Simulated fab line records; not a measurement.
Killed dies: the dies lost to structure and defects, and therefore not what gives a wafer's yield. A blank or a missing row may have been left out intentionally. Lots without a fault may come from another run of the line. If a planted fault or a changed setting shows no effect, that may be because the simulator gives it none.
Which tool is to blame? ; flow berkeley_cmos170 ; Sampling: 7 lots, 21 wafers, 2 of 331 route steps

== WHAT EACH GAUGE READ, for each wafer ==
UCB170_SPACER_THK_MEAS_01.
lot;measured;on;SPACER_TEOS_THK (nm)
L325;day 8 07:56;film_metro-04;378 377 375
L331;day 9 09:06;film_metro-02;376 379 381
L333;day 9 16:37;film_metro-04;377 385 376
L338;day 10 15:12;film_metro-01;377 384 385
L339;day 10 16:19;film_metro-01;376 374 375
L345;day 11 19:23;film_metro-01;374 382 386
L347;day 12 05:56;film_metro-04;373 368 372

== WHAT TOOL EACH LOT RAN ON (gives the tool, then ch and the chambers of the sampled wafers, and finally the start) ==
lot;UCB170_SPACER_CVD_00
L325;pecvd-02 ch 1,2, day 8 07:53
L331;pecvd-03 ch 1,2, day 9 09:02
L333;pecvd-02 ch 0,1,2, day 9 16:34
L338;pecvd-03 ch 1,2, day 10 15:09
L339;pecvd-02 ch 0,2, day 10 16:17
L345;pecvd-03 ch 0,1, day 11 19:21
L347;pecvd-01 ch 0,1,2, day 12 05:53
- UCB170_SPACER_CVD_00: deposits SiO2 from TEOS/O2, target thk 376 nm, time 47 s.

== THE ANSWER, worked out from the rows above alone ==
Rule: usual is defined by the lots themselves. Put in order of their means at a reading, lots are off if they are a third of the lots or fewer, leave a main group of 4 or more, and stand apart from it by a gap of 3 or more times the standard deviation of the main group's means; of several such gaps the widest counts. The tables above print the reading to a certain number of digits; a main group whose means all agree to those digits is not used. A lot without any number at a reading at which 4 lots or more have one is off too. The other lots that the step has rows for count as sound.
No lot is off on any of the readings shown, so nothing can be concluded from this.

== WHAT HAD BEEN PUT IN BY THE SIMULATOR ==
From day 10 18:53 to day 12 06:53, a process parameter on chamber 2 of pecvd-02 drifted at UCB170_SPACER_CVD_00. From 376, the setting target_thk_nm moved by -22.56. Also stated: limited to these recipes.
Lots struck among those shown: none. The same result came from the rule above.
